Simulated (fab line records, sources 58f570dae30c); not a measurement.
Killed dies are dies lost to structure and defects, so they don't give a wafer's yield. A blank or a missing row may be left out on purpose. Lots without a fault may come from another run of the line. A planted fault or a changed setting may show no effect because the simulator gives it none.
Tool commonality check | flow berkeley_cmos170 | 14 lots, 42 wafers sampled

WHY IT WAS OPENED
At UCB170_NVT_TW_MEAS_09 the reading NVT_TW is flagged on 2 of 14 lots. Wafers without a fault read 520, standard deviation 4.9.
Rule: a lot is flagged when every wafer of it that has a number lies more than 4 standard deviations from that mean, or none has a number. The other lots count as sound.

lot  | measured    | on            | NVT_TW, wafer by wafer | flag
L999 | day 5 20:14 | film_metro-02 | 522 522 519            |
L101 | day 6 10:28 | film_metro-02 | 519 525 522            |
L100 | day 6 10:34 | film_metro-03 | 516 516 516            |
L103 | day 6 19:17 | film_metro-03 | 513 515 517            |
L102 | day 6 19:28 | film_metro-03 | 518 518 517            |
L105 | day 7 09:59 | film_metro-03 | 516 514 512            |
L106 | day 7 10:16 | film_metro-03 | 513 515 513            |
L104 | day 7 10:17 | film_metro-01 | 521 521 523            |
L108 | day 7 16:58 | film_metro-03 | 514 509 510            |
L109 | day 7 17:08 | film_metro-02 | 519 518 520            |
L113 | day 8 09:16 | film_metro-01 | 521 524 524            |
L110 | day 8 09:42 | film_metro-02 | 649 647 646            | FLAGGED
L115 | day 8 19:32 | film_metro-02 | 647 647 652            | FLAGGED
L121 | day 9 22:14 | film_metro-02 | 522 522 522            |
The numbers of the flagged lots are 648 on average: +128 against the usual, or +26 standard deviations.

WHICH TOOL RAN EACH LOT
The record holds 2 process steps before the reading, out of a route of 331 steps. In each cell: the tool, then ch and the chambers that the sampled wafers went through, then the start.
lot  | flag    | UCB170_ACTIVE_ETCH_15             | UCB170_NVT_IMPLANT_07
L999 |         | rie_diel-04 ch 0,1,2, day 4 16:08 | implanter-04 ch 0, day 5 19:59
L101 |         | rie_diel-01 ch 0,1,3, day 5 02:52 | implanter-04 ch 0, day 6 10:14
L100 |         | rie_diel-03 ch 0,2,3, day 5 02:59 | implanter-01 ch 0, day 6 10:19
L103 |         | rie_diel-01 ch 1,2,3, day 5 12:49 | implanter-04 ch 0, day 6 19:02
L102 |         | rie_diel-03 ch 1,2,3, day 5 12:41 | implanter-02 ch 0, day 6 19:13
L105 |         | rie_diel-03 ch 0,2,3, day 6 06:21 | implanter-01 ch 0, day 7 09:44
L106 |         | rie_diel-01 ch 1,2,3, day 6 06:20 | implanter-04 ch 0, day 7 10:01
L104 |         | rie_diel-03 ch 0,1,2, day 6 03:22 | implanter-01 ch 0, day 7 10:01
L108 |         | rie_diel-03 ch 0,1,3, day 6 13:10 | implanter-01 ch 0, day 7 16:43
L109 |         | rie_diel-01 ch 1,2,3, day 6 13:03 | implanter-04 ch 0, day 7 16:55
L113 |         | rie_diel-03 ch 0,1,2, day 7 05:17 | implanter-02 ch 0, day 8 09:02
L110 | FLAGGED | rie_diel-01 ch 1,2,3, day 7 05:10 | implanter-01 ch 0, day 8 09:09
L115 | FLAGGED | rie_diel-03 ch 0,1,3, day 7 13:14 | implanter-01 ch 0, day 8 18:15
L121 |         | rie_diel-01 ch 0,2, day 8 15:12   | implanter-01 ch 0, day 9 22:01
What these steps do:
- UCB170_ACTIVE_ETCH_15: etches Si3N4 in CH3F/Ar/O2, stops on SiO2, target depth 242 nm, time 151 s.
- UCB170_NVT_IMPLANT_07
- UCB170_NVT_TW_MEAS_09

FLAGGED OVER TOTAL, TOOL BY TOOL (the gauges that took the reading come last)
step                  | tool          | lots run | flagged | share of the flagged lots | sound lots run after its first flagged lot
UCB170_ACTIVE_ETCH_15 | rie_diel-01   | 6        | 1       | some                      | 1 (L121)
UCB170_ACTIVE_ETCH_15 | rie_diel-03   | 7        | 1       | some                      | 0
UCB170_ACTIVE_ETCH_15 | rie_diel-04   | 1        | 0       | none                      | -
UCB170_NVT_IMPLANT_07 | implanter-01  | 7        | 2       | all                       | 1 (L121)
UCB170_NVT_IMPLANT_07 | implanter-02  | 2        | 0       | none                      | -
UCB170_NVT_IMPLANT_07 | implanter-04  | 5        | 0       | none                      | -
UCB170_NVT_TW_MEAS_09 | film_metro-01 | 2        | 0       | none                      | -
UCB170_NVT_TW_MEAS_09 | film_metro-02 | 6        | 2       | all                       | 1 (L121)
UCB170_NVT_TW_MEAS_09 | film_metro-03 | 6        | 0       | none                      | -

WHAT THE TABLE ALLOWS
2 rows of the table ran every flagged lot: implanter-01 at UCB170_NVT_IMPLANT_07, film_metro-02 at UCB170_NVT_TW_MEAS_09.
- implanter-01 at UCB170_NVT_IMPLANT_07: 2 of its 7 lots flagged. Sound lots ran on it after the first flagged one (L121), which a lasting fault on the whole tool wouldn't allow.
- film_metro-02 at UCB170_NVT_TW_MEAS_09: 2 of its 6 lots flagged. Sound lots ran on it after the first flagged one (L121), which a lasting fault on the whole tool wouldn't allow.
No row of the table ran every flagged lot and no sound lot after the first.

WHAT THE SIMULATOR HAD PUT IN
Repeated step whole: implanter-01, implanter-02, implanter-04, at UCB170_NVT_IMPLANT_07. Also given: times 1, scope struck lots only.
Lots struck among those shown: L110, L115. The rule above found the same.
